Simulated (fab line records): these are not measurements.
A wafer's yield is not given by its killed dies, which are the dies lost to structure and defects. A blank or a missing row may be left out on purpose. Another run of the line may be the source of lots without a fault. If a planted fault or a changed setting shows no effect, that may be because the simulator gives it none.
Problem report in the 8D (eight disciplines) form, filled by code :: flow berkeleyCmos170 :: the parts of the form that need people (team, actions taken, sign-off) are left out

== 1. WHAT IS WRONG ==
Wafers without a fault read 1499.8 rpm, standard deviation 0.84; spinSpeedRpm at UCB170_M2_COAT_10 reads a mean of 1560.5 rpm on 6 wafers belonging to 2 lots. That is +72 standard deviations from the usual mean.
The step: resist thk 900 nm.
Seen first at day 10 13:00 on lithoTrack-03, wafer L413.1. At this step, 18 wafers from 6 lots have a number in the record. Rule for "out", or "out of limits": more than 4 standard deviations from the usual mean. Any other wafer with a number is counted as sound.

== 2. WHAT IT IS AND WHAT IT IS NOT ==
question: which readings at this step
is: spinSpeedRpm
is not: -

question: which lots
is: L413, L419
is not: L405, L407, L418, L421

question: which wafers of those lots
is: all that have a number
is not: -

question: read on which tools
is: lithoTrack-03
is not: lithoTrack-01, lithoTrack-04

question: when
is: from day 10 13:00
is not: up to then (6 sound wafers); but 6 sound wafers of L418, L421 came after

== 3. THE SUSPECTS, EACH WITH WHAT RULES IT OUT ==
Counting: a tool stays on the suspect list if, at a process step up to the reading, it processed all lots that are out and no sound lot following the first of them.
- plasmaAsher-04 at UCB170_V1_STRIP_15 (strips in O2): ruled out as a lasting fault. Following L413 (day 10 11:52), the first lot on it that is out, the sound lots L418 were run on it.
- pvdSputter-03 at UCB170_M2_SPUTTER_01 (material Al, target thk 900 nm, time 120 s): ruled out as a lasting fault. Following L413 (day 10 12:09), the first lot on it that is out, the sound lots L421 were run on it.
- plasmaAsher-01 at UCB170_M2_STRIP_07 (strips in O2): ruled out as a lasting fault. Following L413 (day 10 12:52), the first lot on it that is out, the sound lots L418 were run on it.
- lithoTrack-03 at UCB170_M2_COAT_10 (resist thk 900 nm): kept. All lots that are out passed through it, beginning with L413 at day 10 13:00, and no sound lot followed; its final sound lot before that point was L407 at day 9 14:00. Its own spinSpeedRpm readings are out on those wafers.
Remaining after the count: lithoTrack-03 at UCB170_M2_COAT_10.

== 4. THE CAUSE (what the simulator had put in) ==
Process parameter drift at UCB170_M2_COAT_10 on lithoTrack-03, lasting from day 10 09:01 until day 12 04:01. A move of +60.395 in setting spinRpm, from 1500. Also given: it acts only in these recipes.
Only this tool survived the counting.

== 5. THE EFFECT CHAIN, in route order ==
Each row: a reading where the mean over the struck wafers with a number is more than 3 standard deviations away from the usual. Readings are gone through only where the record gives a usual standard deviation; hours: the median, over the lots, of the time from a lot's start at the first step in this table giving one to that lot's start at this step; sigmas: the change measured in usual standard deviations.
hours: 0
step: UCB170_M2_COAT_10
reading: spinSpeedRpm
usual: 1499.8 rpm
on struck wafers: 1560.5
change: +60.7
sigmas: +72
Process steps it contains:
- UCB170_M2_COAT_10: resist thk 900 nm.
Later steps that measure or inspect, where all struck wafers having a row at the step show a number for every such reading and not one has moved that far: UCB170_M2_CD_MEAS_15, UCB170_M2_OVL_MEAS_16.

== 6. HOW IT WOULD HAVE BEEN CAUGHT EARLIER ==
The fault began at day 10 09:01; the first out-of-limits reading in this record came at day 10 13:00, 4 hours later.
